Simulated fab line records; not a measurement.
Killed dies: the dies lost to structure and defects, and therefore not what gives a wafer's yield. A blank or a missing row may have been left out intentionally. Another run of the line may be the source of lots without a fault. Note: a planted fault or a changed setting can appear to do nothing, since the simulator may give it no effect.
Which tool was responsible? || flow berkeley cmos170 || 7 lots (21 wafers sampled), 1 step of a 331-step route

WHAT THE GAUGES SHOWED, per wafer
UCB170_NWELL_THK_MEAS_05.
{"lot": "L445", "measured": "day 2 15:23", "on": "film metro-02", "NWELL_NITRIDE_THK (nm)": "225.9 226.1 228.5"}
{"lot": "L449", "measured": "day 3 10:38", "on": "film metro-03", "NWELL_NITRIDE_THK (nm)": "221.3 220.6 221.1"}
{"lot": "L451", "measured": "day 3 18:42", "on": "film metro-02", "NWELL_NITRIDE_THK (nm)": "223.1 225.5 224.8"}
{"lot": "L457", "measured": "day 5 00:35", "on": "film metro-04", "NWELL_NITRIDE_THK (nm)": "224.0 224.6 226.1"}
{"lot": "L461", "measured": "day 5 18:28", "on": "film metro-02", "NWELL_NITRIDE_THK (nm)": "227.0 227.3 227.7"}
{"lot": "L463", "measured": "day 6 03:00", "on": "film metro-03", "NWELL_NITRIDE_THK (nm)": "223.2 224.9 222.3"}
{"lot": "L466", "measured": "day 6 17:54", "on": "film metro-04", "NWELL_NITRIDE_THK (nm)": "223.5 224.1 224.0"}

WHICH TOOL RAN EACH LOT (tool, then ch and the chambers of the sampled wafers, then the start)
Record: no process step prior to these readings.

THE ANSWER, worked out from the rows above alone
Rule: the usual values come from the lots themselves. The widest of any qualifying gaps counts: lots, ordered by their means at a reading, are off when they make up no more than a third of the lots, leave a main group of 4 or more, and stand apart from it by 3 or more times the standard deviation of that group's means. A main group is skipped when, at the precision printed for the reading in the tables above, its means are all equal. A lot without any number at a reading at which 4 lots or more have one is off too. The other lots that the step has rows for count as sound.
Across all readings shown, no lot is off: no conclusion can be drawn from this.

WHAT THE SIMULATOR HAD PUT IN
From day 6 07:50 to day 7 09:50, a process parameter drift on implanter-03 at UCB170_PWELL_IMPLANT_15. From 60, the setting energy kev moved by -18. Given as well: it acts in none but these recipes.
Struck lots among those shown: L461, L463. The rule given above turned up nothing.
